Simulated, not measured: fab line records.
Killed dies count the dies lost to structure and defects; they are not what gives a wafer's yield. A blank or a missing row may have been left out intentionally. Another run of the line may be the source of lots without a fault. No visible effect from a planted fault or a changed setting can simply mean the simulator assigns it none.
Which tool did it? | flow berkeley_cmos170 | 15 lots, 45 wafers sampled, at 4 steps of a route of 331

WHAT THE GAUGES READ, wafer by wafer
UCB170_PWELL_OVL_MEAS_13. Usual: PWELL_OVL 0 nm, standard deviation 5.1.
lot  | measured    | on         | PWELL_OVL (nm) | flag
L817 | day 3 02:35 | overlay-01 | -9 0 -6        |
L818 | day 3 08:33 | overlay-01 | -3 -6 -2       |
L819 | day 3 08:58 | overlay-02 | 5 3 3          |
L820 | day 3 21:36 | overlay-02 | -1 12 3        |
L821 | day 3 21:51 | overlay-02 | -1 -4 -6       |
L822 | day 4 00:52 | overlay-02 | 6 1 11         |
L823 | day 4 14:24 | overlay-02 | 1 -3 -11       |
L825 | day 4 17:54 | overlay-02 | 6 8 8          |
L824 | day 4 18:11 | overlay-02 | 7 2 4          |
L827 | day 5 05:05 | overlay-01 | -2 1 4         |
L828 | day 5 10:43 | overlay-01 | -2 1 2         |
L829 | day 5 09:54 | overlay-02 | 11 5 6         |
L830 | day 5 21:32 | overlay-01 | -4 5 0         |
L840 | day 7 15:36 | overlay-02 | 9 1 6          |
L839 | day 7 15:15 | overlay-01 | 3 -4 -1        |

UCB170_V1_BOW_MEAS_03. Usual: V1_BOW 19 um, standard deviation 6.9.
lot  | measured     | on            | V1_BOW (um) | flag
L817 | day 7 09:45  | film_metro-04 | 14 7 27     |
L818 | day 7 09:29  | film_metro-02 | 30 22 30    |
L819 | day 7 09:28  | film_metro-03 | 25 20 15    |
L820 | day 8 09:32  | film_metro-02 | 35 16 28    |
L821 | day 8 09:53  | film_metro-02 | 17 17 13    |
L822 | day 8 09:52  | film_metro-04 | 19 19 12    |
L823 | day 8 09:32  | film_metro-03 | 23 11 19    |
L825 | day 9 04:50  | film_metro-03 | 11 8 22     |
L824 | day 9 04:54  | film_metro-04 | 16 27 17    |
L827 | day 10 00:47 | film_metro-02 | 26 14 23    |
L828 | day 10 00:47 | film_metro-04 | 9 24 13     |
L829 | day 10 00:31 | film_metro-03 | 18 5 20     |
L830 | day 10 03:20 | film_metro-04 | 12 19 15    |
L840 | day 11 17:55 | film_metro-03 | 26 18 24    |
L839 | day 11 15:38 | film_metro-04 | 25 23 21    |

TOOL THAT RAN EACH LOT (tool first, then ch and the chambers of the sampled wafers, then the start)
lot  | UCB170_NWELL_STRIP_15               | UCB170_FIELD_OXIDATION_01
L817 | plasma_asher-01 ch 0,1, day 2 07:56 | furnace-03 ch 0, day 4 15:04
L818 | plasma_asher-03 ch 0,1, day 2 12:56 | furnace-03 ch 0, day 4 15:04
L819 | plasma_asher-04 ch 0,1, day 2 13:11 | furnace-03 ch 0, day 4 15:04
L820 | plasma_asher-04 ch 0,1, day 3 01:28 | furnace-03 ch 0, day 5 08:37
L821 | plasma_asher-03 ch 0,1, day 3 01:46 | furnace-03 ch 0, day 5 08:37
L822 | plasma_asher-01 ch 0,1, day 3 06:49 | furnace-04 ch 0, day 5 12:20
L823 | plasma_asher-04 ch 0,1, day 3 21:21 | furnace-01 ch 0, day 5 21:17
L825 | plasma_asher-01 ch 1, day 4 02:58   | furnace-03 ch 0, day 6 02:28
L824 | plasma_asher-03 ch 0,1, day 4 03:17 | furnace-03 ch 0, day 6 02:28
L827 | plasma_asher-01 ch 0,1, day 4 11:25 | furnace-01 ch 0, day 7 00:49
L828 | plasma_asher-04 ch 0,1, day 4 14:59 | furnace-01 ch 0, day 7 00:49
L829 | plasma_asher-04 ch 0,1, day 4 19:57 | furnace-01 ch 0, day 7 00:49
L830 | plasma_asher-01 ch 0,1, day 5 04:14 | furnace-01 ch 0, day 7 06:31
L840 | plasma_asher-01 ch 1, day 6 21:28   | furnace-04 ch 0, day 8 21:05
L839 | plasma_asher-01 ch 0,1, day 6 21:50 | furnace-04 ch 0, day 8 21:05
- UCB170_NWELL_STRIP_15: strips in O2.
- UCB170_FIELD_OXIDATION_01: target thk 558.3 nm, ox time 7200 s.

WHAT THE TOOLS THEMSELVES READ (means of the sampled wafers that have a number; where no wafer has one, the mark that the record gives instead)
UCB170_NWELL_STRIP_15. Usual: drypump_motor_current_A 5.9 A, standard deviation 0.63; o2_flow_sccm 399.6 sccm, standard deviation 1.1; oes_product_au 0.721 a.u., standard deviation 0.0044; strip_time_to_endpoint_s 18.02 s, standard deviation 0.083.
lot  | tool            | drypump_motor_current_A (A) | o2_flow_sccm (sccm) | oes_product_au (a.u.) | strip_time_to_endpoint_s (s) | flag
L817 | plasma_asher-01 | 5.9                         | 399.2               | 0.717                 | 17.92                        |
L818 | plasma_asher-03 | 5.5                         | 401.0               | 0.722                 | 18.03                        |
L819 | plasma_asher-04 | 6.1                         | 400.2               | 0.721                 | 17.99                        |
L820 | plasma_asher-04 | 5.8                         | 400.6               | 0.720                 | 18.03                        |
L821 | plasma_asher-03 | 5.5                         | 397.2               | 0.722                 | 18.03                        |
L822 | plasma_asher-01 | 5.9                         | 401.5               | 0.718                 | 18.10                        |
L823 | plasma_asher-04 | 6.1                         | 399.2               | 0.721                 | 18.00                        |
L825 | plasma_asher-01 | 6.8                         | 400.3               | 0.721                 | 18.01                        |
L824 | plasma_asher-03 | 5.3                         | 400.0               | 0.719                 | 18.03                        |
L827 | plasma_asher-01 | 6.3                         | 398.9               | 0.719                 | 18.09                        |
L828 | plasma_asher-04 | 6.1                         | 398.8               | 0.718                 | 18.02                        |
L829 | plasma_asher-04 | 6.1                         | 399.4               | 0.723                 | 18.16                        |
L830 | plasma_asher-01 | 5.9                         | 398.9               | 0.722                 | 18.04                        |
L840 | plasma_asher-01 | 6.8                         | 400.4               | 0.719                 | 18.00                        |
L839 | plasma_asher-01 | 5.9                         | 399.9               | 0.722                 | 18.05                        |

UCB170_FIELD_OXIDATION_01. Usual: ox_temp_c 999.9 C, standard deviation 0.48; ox_temp_c_max 1004.8, standard deviation 1.6; spike_tc_centre_C 1002.1 C, standard deviation 1.1; spike_tc_source_C 1024.3 C, standard deviation 2.7.
lot  | tool       | ox_temp_c (C) | ox_temp_c_max | spike_tc_centre_C (C) | spike_tc_source_C (C) | flag
L817 | furnace-03 | 999.8         | 1006.0        | 1001.9                | 1028.1                |
L818 | furnace-03 | 999.1         | 1005.1        | 1001.4                | 1028.1                |
L819 | furnace-03 | 1000.0        | 1006.5        | 1002.4                | 1027.4                |
L820 | furnace-03 | 999.2         | 1004.7        | 1001.4                | 1027.0                |
L821 | furnace-03 | 1000.5        | 1006.9        | 1001.0                | 1027.6                |
L822 | furnace-04 | 999.4         | 1007.4        | 1001.1                | 1022.3                |
L823 | furnace-01 | 999.7         | 1003.1        | 1002.6                | 1023.6                |
L825 | furnace-03 | 1000.6        | 1006.4        | 1001.8                | 1027.3                |
L824 | furnace-03 | 999.8         | 1005.6        | 1001.4                | 1027.8                |
L827 | furnace-01 | 999.6         | 1003.2        | 1002.3                | 1021.8                |
L828 | furnace-01 | 1000.2        | 1004.3        | 1002.6                | 1023.5                |
L829 | furnace-01 | 999.5         | 1003.5        | 1003.1                | 1023.0                |
L830 | furnace-01 | 1000.1        | 1003.3        | 1003.2                | 1022.7                |
L840 | furnace-04 | 999.9         | 1005.4        | 1001.7                | 1020.7                |
L839 | furnace-04 | 1000.3        | 1007.2        | 1001.3                | 1021.5                |

THE ANSWER, worked out from the rows above alone
Rule: lot off if the mean of its wafers having a number is beyond 3 standard deviations from the usual mean. Also off: a lot with no number at a reading for which 4 or more lots have one. The other lots that the step has rows for count as sound. After the gauges, taken in route order, come the tools' own readings; for these a lot's mean is taken, as printed above. At the first step where some lot is off, the reading lying furthest off is the one used; lots without a number count as furthest.
None of the lots is off at any reading shown; this tells nothing.

WHAT THE SIMULATOR HAD PUT IN
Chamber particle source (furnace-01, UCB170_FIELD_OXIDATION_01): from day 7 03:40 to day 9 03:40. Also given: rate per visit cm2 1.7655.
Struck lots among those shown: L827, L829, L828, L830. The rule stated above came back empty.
